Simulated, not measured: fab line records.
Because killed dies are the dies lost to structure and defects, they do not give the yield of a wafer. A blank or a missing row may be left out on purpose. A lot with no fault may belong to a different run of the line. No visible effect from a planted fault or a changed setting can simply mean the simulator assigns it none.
8D (eight disciplines) problem report, filled in by code + flow berkeley cmos170 + the parts of the form that need people (team, actions taken, sign-off) are left out

## 1. WHAT WENT WRONG
Mean PVT_TW at UCB170_PVT_TW_MEAS_09: 546 over 6 wafers in 2 lots; fault-free wafers: 508, standard deviation 3.4. That puts it +11 standard deviations away from the usual mean.
Earliest sighting: wafer L365.1 on film metro-01 at day 8 22:06. The record holds 42 wafers of 14 lots with a number at this step. The rule behind "out" and "out of limits": a value lying over 4 standard deviations away from the usual mean. The rest of the wafers with a number are treated as sound.

## 2. WHAT IT IS; WHAT IT IS NOT
| question                    | is                     | is not                                                                                                         |
|-----------------------------|------------------------|----------------------------------------------------------------------------------------------------------------|
| which readings at this step | PVT_TW                 | -                                                                                                              |
| which lots                  | L362, L365             | L352, L353, L356, L364, L366, L367, L368, L369, L370, L371, L372, L375                                         |
| which wafers of those lots  | all that have a number | -                                                                                                              |
| read on which gauges        | film metro-01          | film metro-02, film metro-04                                                                                   |
| when                        | from day 8 22:06       | up to then (12 sound wafers); but 24 sound wafers of L366, L367, L368, L369, L370, L371, L372, L375 came after |

## 3. WHAT RULES OUT EACH SUSPECT
Counting: a tool stays on the suspect list if, at a process step up to the reading, it processed all lots that are out and no sound lot following the first of them.
- ruled out: the gauge at UCB170_PVT_TW_MEAS_09. All the wafers that are out were read on film metro-01, but those of them that UCB170_PVT_IMPLANT_07 has rows for are out there too, on other tools.
- implanter-04 at UCB170_PVT_IMPLANT_07: kept. All lots that are out passed through it, beginning with L365 at day 8 21:51, and no sound lot followed; its final sound lot before that point was L353 at day 6 12:16. Its own beam energy keV readings are out on those wafers.
Remaining after the count: implanter-04 at UCB170_PVT_IMPLANT_07.

## 4. THE CAUSE (what the simulator had put in)
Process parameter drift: implanter-04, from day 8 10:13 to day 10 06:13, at UCB170_PVT_IMPLANT_07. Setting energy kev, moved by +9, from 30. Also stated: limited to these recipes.
Counting left only this tool.

## 5. SEQUENCE OF EFFECTS, ordered by route
Each row: a reading whose mean over the struck wafers that have a number lies more than 3 standard deviations from the usual. Only readings whose record carries a usual standard deviation are examined. hours: median over the lots of the time between each lot's start at the first step of this table that gives one and its start at this step. sigmas: the change, counted in usual standard deviations.
| hours | step                  | reading         | usual  | on struck wafers | change | sigmas      |
|-------|-----------------------|-----------------|--------|------------------|--------|-------------|
| 0     | UCB170_PVT_IMPLANT_07 | beam energy keV | 30.000 | 38.998           | +8.998 | +99 or more |
| 0     | UCB170_PVT_TW_MEAS_09 | PVT_TW          | 508    | 546              | +38    | +11         |
It contains these process steps:
- UCB170_PVT_IMPLANT_07

## 6. HOW IT WOULD HAVE BEEN CAUGHT EARLIER
The first out-of-limits reading at a measuring or inspecting step in this record came at day 8 22:06, 12 hours after the fault's start at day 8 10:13.
The tool's own readings at UCB170_PVT_IMPLANT_07 were out on every struck wafer that the step has a row for (beam energy keV): an alarm limit on them would have fired on the first of those.
Among the 2 lots that are out, L362 began UCB170_PVT_IMPLANT_07 on implanter-04 after day 8 22:06. Had the tool been put on hold then, it would have been spared.
